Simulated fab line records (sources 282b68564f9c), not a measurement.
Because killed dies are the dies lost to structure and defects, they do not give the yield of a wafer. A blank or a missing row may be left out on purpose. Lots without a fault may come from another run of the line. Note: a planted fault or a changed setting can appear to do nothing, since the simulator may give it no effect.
Problem report, 8D (eight disciplines) form, completed by code || flow rit cmos || the parts of the form that need people (team, actions taken, sign-off) are left out

1. WHAT IS WRONG
Mean of killed at front end at RIT_M1_PROBE_99: 111.0 across 6 wafers in 2 lots; on wafers with no fault it is 6.6 (standard deviation 2.8). That is +37 standard deviations from the usual mean.
Seen first at day 7 04:13 on prober-02, wafer L750.1. Wafers with a number at this step in the record: 42, from 14 lots. The rule behind "out" and "out of limits": a value lying over 4 standard deviations away from the usual mean. All remaining wafers that have a number are taken as sound.

2. WHAT IT IS, WHAT IT ISN'T
{"question": "which readings at this step", "is": "killed at front end, killed dies, killed on rim", "is not": "killed_at_M0_to_M3, killed at contacts, killed open, killed short"}
{"question": "which lots", "is": "L750, L751", "is not": "L734, L735, L736, L737, L739, L740, L741, L742, L746, L753, L754, L756"}
{"question": "which wafers of those lots", "is": "all that have a number", "is not": "-"}
{"question": "read on which tools", "is": "prober-01, prober-02", "is not": "-"}
{"question": "when", "is": "from day 7 04:13", "is not": "up to then (27 sound wafers); but 9 sound wafers of L753, L754, L756 came after"}

3. THE SUSPECTS, EACH WITH WHAT RULES IT OUT
Counting: any tool at a process step up to the reading is kept as a suspect provided that every lot that is out went through it and no sound lot did after the first of them.
- plasma asher-03 at RIT_NRETRO_STRIP_09 (strips in O2, time 180 s): ruled out as a lasting fault. After its first lot that is out, L750 (day 5 15:42), sound lots L754, L756 ran on it.
- furnace-01 at RIT_GATE_OXIDATION_05 (target thk 3 nm, ox time 270 s): kept. All lots that are out passed through it, beginning with L750 at day 5 23:18, and no sound lot followed; its final sound lot before that point was L746 at day 4 21:47.
The count leaves furnace-01 at RIT_GATE_OXIDATION_05.

4. THE CAUSE (what the simulator had put in)
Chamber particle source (furnace-01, RIT_GATE_OXIDATION_05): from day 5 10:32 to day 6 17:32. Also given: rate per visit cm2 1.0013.
This tool alone remained once counting was done.

5. SEQUENCE OF EFFECTS, ordered by route
One row per reading whose mean, taken over the struck wafers that have a number, lies over 3 standard deviations from the usual. Only readings whose record carries a usual standard deviation are examined. hours: median over the lots of the time between each lot's start at the first step of this table that gives one and its start at this step. sigmas: the change, counted in usual standard deviations.
{"hours": 0, "step": "RIT_M1_PROBE_99", "reading": "killed at front end", "usual": 6.6, "on struck wafers": 111.0, "change": "+104.4", "sigmas": "+37"}
{"hours": 0, "step": "RIT_M1_PROBE_99", "reading": "killed dies", "usual": 6.6, "on struck wafers": 111.0, "change": "+104.4", "sigmas": "+37"}
{"hours": 0, "step": "RIT_M1_PROBE_99", "reading": "killed on rim", "usual": 1.8, "on struck wafers": 29.3, "change": "+27.5", "sigmas": "+23"}
It contains these process steps:
- RIT_M1_PROBE_99

6. HOW IT WOULD HAVE BEEN CAUGHT EARLIER
The fault began at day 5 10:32; the first out-of-limits reading in this record came at day 7 04:13, 42 hours later.
Tool readings at RIT_GATE_OXIDATION_05 with a usual standard deviation given in the record: none out on any struck wafer, hence no alarm at a limit of 4 standard deviations on them.
By day 7 04:13 the whole set of lots that are out, 2 in number, had already begun RIT_GATE_OXIDATION_05 on furnace-01. Had the tool been put on hold then, not one of them would have been saved.
